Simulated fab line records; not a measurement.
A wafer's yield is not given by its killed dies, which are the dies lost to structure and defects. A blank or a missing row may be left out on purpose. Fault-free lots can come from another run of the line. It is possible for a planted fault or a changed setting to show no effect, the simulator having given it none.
fab line records | flow ritCmos
[record] lots = 6 wafers = 18 lastDay = 7
route steps=202 shown ACTIVE@1 M1@202
lots untouched by any fault: they come from a run of this same line in which no faults occurred
startH: start of the lot's first displayed wafer, in hours after the record's first day | waitH: time in hours since the lot's previous step | " repeats the value in the row above | L1.1+2: one row covering several wafers at once | - no value, or no start given | * or withheld: withheld | < > ~ a bound
route shown NAME@n: a module of which the file shows steps, and the number in the route of the first | usual: mean/standard deviation of fault-free wafers | same: alike in all rows | chamber/n: place in a boat | sites: the reading at each site | _std_site: how widely they spread, as a standard deviation | _edge_site: outer sites' mean less inner sites' | radiusMm: how far each site lies from the wafer's centre | mask NAME#n: copy n | behind: the most recent tool/chamber to have shaped the wafer | hold: reason for holding the lot/hours on hold/outcome of the hold | device: which transistor (n, p or np) failed to switch | end of line: the route-end tests of the same wafers | where a step has no rows: the recipe by itself | killed: dies lost to structure and defects at the first sort, not the wafer's yield | map: dies across one wafer; x = killed, . = not, _ = none there
set.NAME: the setting that was run; set.NAME@STEP: the one run at that earlier step | model.NAME: the simulator's own value behind a step, which no gauge read
lots at selected steps of the route; one table per step, one row per wafer
[[steps]]
[step RIT_ACTIVE_BOW_MEAS_00]
[recipe] mode = bow
[usual] INCOMING_BOW = 0/6.3
// columns lot.wafer tool chamber startH waitH INCOMING_BOW[um]
L417.1 filmMetro-03 - 15.00 - 8
L417.2 " - " " 3
L417.6 " - " " -2
L418.3 filmMetro-02 - 20.04 - 0
L418.4 " - " " 2
L418.5 " - " " 8
L421.3 filmMetro-02 - 35.04 - -3
L421.4 " - " " 5
L421.6 " - " " -10
L424.1 filmMetro-03 - 50.00 - -1
L424.4 " - " " 10
L424.6 " - " " 10
L434.1 filmMetro-02 - 100.00 - 0
L434.2 " - " " 1
L434.6 " - " " 4
L439.2 filmMetro-02 - 125.02 - 3
L439.5 " - " " 0
L439.6 " - " " 2
[step RIT_ACTIVE_OXIDATION_01]
[recipe] tempC = 1000 ambient = O2 targetThkA = 468 oxTimeS = 3290
[step RIT_ACTIVE_THK_MEAS_02]
[recipe] reads = SiO2_of_ACTIVE_OXIDATION_01
[usual] ACTIVE_OXIDE_THK = 45.8/0.82
// columns lot.wafer tool chamber startH waitH ACTIVE_OXIDE_THK[nm]
L417.1 filmMetro-03 - 17.05 0.0 45.9
L417.2 " - " " 46.2
L417.6 " - " " 47.0
L418.3 filmMetro-02 - 22.13 0.0 46.7
L418.4 " - " " 46.7
L418.5 " - " " 46.3
L421.3 filmMetro-02 - 37.07 0.0 46.7
L421.4 " - " " 46.4
L421.6 " - " " 47.0
L424.1 filmMetro-04 - 52.05 0.0 44.3
L424.4 " - " " 43.8
L424.6 " - " " 44.9
L434.1 filmMetro-02 - 103.44 0.0 46.3
L434.2 " - " " 45.6
L434.6 " - " " 45.5
L439.2 filmMetro-04 - 127.95 0.0 45.5
L439.5 " - " " 46.2
L439.6 " - " " 46.4
[step RIT_ACTIVE_CVD_03]
[recipe] material = Si3N4 targetThkNm = 150 tempC = 810 precursor = SiH2Cl2/NH3 timeS = 1500 pressureMtorr = 300 sih2cl2FlowSccm = 60 nh3FlowSccm = 150
[step RIT_ACTIVE_THK_MEAS_04]
[recipe] reads = Si3N4_of_ACTIVE_CVD_03
[usual] ACTIVE_NITRIDE_THK = 149.9/1.4
// columns lot.wafer tool chamber startH waitH ACTIVE_NITRIDE_THK[nm]
L417.1 filmMetro-04 - 18.53 0.0 149.9
L417.2 " - " " 149.7
L417.6 " - " " 149.6
L418.3 filmMetro-02 - 24.32 0.0 151.6
L418.4 " - " " 150.2
L418.5 " - " " 151.1
L421.3 filmMetro-04 - 38.55 0.0 148.1
L421.4 " - " " 149.9
L421.6 " - " " 149.2
L424.1 filmMetro-03 - 53.53 0.0 148.4
L424.4 " - " " 149.9
L424.6 " - " " 148.9
L434.1 filmMetro-04 - 104.92 0.0 150.0
L434.2 " - " " 150.0
L434.6 " - " " 150.2
L439.2 filmMetro-02 - 129.42 0.0 149.9
L439.5 " - " " 150.0
L439.6 " - " " 149.9
[step RIT_ACTIVE_HMDS_05]
[recipe] primeTimeS = 60 primeTempC = 140
[step RIT_ACTIVE_COAT_06]
[recipe] resist = NOVOLAK spinRpm = 3250 resistThkNm = 1000
[step RIT_ACTIVE_SOFTBAKE_07]
[recipe] resist = NOVOLAK tempC = 90 timeS = 60
[step RIT_ACTIVE_EXPOSE_08]
[recipe] maskId = M1 na = 0.6 sourceShape = conventional sigmaOuter = 0.6 targetCdNm = 1400 doseMj = 225
[step RIT_ACTIVE_PEB_09]
[recipe] resist = NOVOLAK tempC = withheld timeS = withheld
[step RIT_ACTIVE_DEVELOP_10]
[recipe] resist = NOVOLAK developTimeS = 50 devTempC = 23
[usual] developerTempC = 22.98/0.12
// columns lot.wafer tool chamber startH waitH developerTempC
L417.1 lithoTrack-02 0 19 - 22.97
L417.2 " 0 " " 23.02
L417.6 " 0 " " 23.03
L418.3 lithoTrack-04 0 25 - 22.93
L418.4 " 0 " " 23.10
L418.5 " 0 " " 22.83
L421.3 lithoTrack-02 0 39 - 25.33
L421.4 " 0 " " 25.01
L421.6 " 0 " " 25.36
L424.1 lithoTrack-02 0 54 - 25.18
L424.4 " 0 " " 25.27
L424.6 " 0 " " 25.37
L434.1 lithoTrack-04 0 105 - 23.23
L434.2 " 0 " " 23.13
L434.6 " 0 " " 23.06
L439.2 lithoTrack-03 0 130 - 22.87
L439.5 " 0 " " 23.10
L439.6 " 0 " " 22.95
[step RIT_ACTIVE_CD_MEAS_11]
[recipe] targetCdNm = 1400
[usual] cdNm = 1400.9/2.6
// columns lot.wafer tool chamber startH waitH cdNm
L417.1 cdSem-01 - 19.56 - 1401.1
L417.2 " - " " 1399.3
L417.6 " - " " 1399.2
L418.3 cdSem-01 - 25.25 - 1404.0
L418.4 " - " " 1404.6
L418.5 " - " " 1404.9
L421.3 cdSem-01 - 39.60 - 1409.0
L421.4 " - " " 1407.7
L421.6 " - " " 1410.5
L424.1 cdSem-02 - 54.44 - 1408.9
L424.4 " - " " 1409.3
L424.6 " - " " 1409.3
L434.1 cdSem-01 - 105.83 - 1401.0
L434.2 " - " " 1396.3
L434.6 " - " " 1397.1
L439.2 cdSem-02 - 130.34 - 1401.8
L439.5 " - " " 1402.1
L439.6 " - " " 1400.7
[step RIT_ACTIVE_HARDBAKE_12]
[recipe] resist = NOVOLAK tempC = 140 timeS = 60
[step RIT_M1_PROBE_99]
[usual] killedAtContacts = 0.1/0.28 killedAtFrontEnd = 7.0/2.9 killedDies = 7.0/2.9 killedOpen = 3.4/2.1 killedShort = 3.6/1.7
[same] grossDies = 264 killed_at_M0_to_M3 = 0 killed_at_M4_up = 0 killedAtBackSide = 0 killedAtOther = 0
// columns lot.wafer tool chamber startH waitH killedAtContacts killedAtFrontEnd killedDies killedOpen killedShort
L417.1 prober-01 - 65.42 0.1 0 3 3 1 2
L417.2 prober-01 - 65.47 0.1 0 10 10 5 5
L417.6 prober-01 - 65.67 0.2 0 3 3 1 2
L424.1 prober-01 - 99.92 0.1 0 9 9 5 4
L424.4 prober-01 - 100.07 0.2 0 3 3 3 0
L424.6 prober-01 - 100.17 0.2 0 9 9 6 3
L439.2 prober-01 - 176.78 0.1 0 5 5 3 2
L439.5 prober-01 - 176.93 0.2 0 6 6 4 2
L439.6 prober-01 - 176.98 0.2 0 8 8 3 5
// killed by level:class
L417.1 GATE:geometricParticle:short=1 REOX:geometricParticle:short=1 SPACER:geometricParticle:open=1
L417.2 GATE:geometricParticle:short=4 GATE:geometricParticle:open=2 FOX1:geometricParticle:open=1 REOX:geometricParticle:short=1 REOX:geometricParticle:open=1 SILICIDE:geometricParticle:open=1
L417.6 GATE:geometricParticle:short=2 SPACER:geometricParticle:open=1
L424.1 GATE:geometricParticle:short=2 SPACER:geometricParticle:open=2 FOX1:geometricParticle:open=1 GATE:geometricParticle:open=1 REOX:geometricParticle:short=1 SILICIDE:geometricParticle:open=1 SILICIDE:geometricParticle:short=1
L424.4 REOX:geometricParticle:open=1 SPACER:geometricParticle:open=1 SILICIDE:geometricParticle:open=1
L424.6 FOX2:geometricParticle:open=2 GATE:geometricParticle:short=2 REOX:geometricParticle:open=2 SILICIDE:geometricParticle:open=2 SPACER:geometricParticle:short=1
L439.2 SPACER:geometricParticle:open=3 FOX1:geometricParticle:short=1 SILICIDE:geometricParticle:short=1
L439.5 FOX1:geometricParticle:open=3 FOX2:geometricParticle:short=1 FOX2:geometricParticle:open=1 GATE:geometricParticle:short=1
L439.6 GATE:geometricParticle:short=2 GATE:geometricParticle:open=2 SPACER:geometricParticle:short=2 REOX:geometricParticle:short=1 REOX:geometricParticle:open=1
[[key]]
[firstSign] step = RIT_ACTIVE_DEVELOP_10 reading = developerTempC direction = up sigmas = 19 usual = * struck = *
[effect] step = RIT_ACTIVE_CD_MEAS_11 reading = cdNm direction = up sigmas = 3.2 usual = 1400.9 struck = 1409.1
metAt RIT_ACTIVE_DEVELOP_10
struckWafers L421.3,L421.4,L421.6,L424.1,L424.4,L424.6
testerLeftOut L421,L424
onsetBetween 19 39
[fault] kind = processParameterDrift tool = lithoTrack-02 chamber = - onsetH = 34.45 steps = RIT_ACTIVE_DEVELOP_10 channel = devTempC offset = * shape = step endH = 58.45 actsIn = * stated = *
// testerLeftOut: of these lots the tester's yield and bins aren't shown, on N5 and GAA mostly nor the transistor test; their killed dies are dies lost to structure and defects alone, not to doping, threshold or leakage, so they don't give the yield
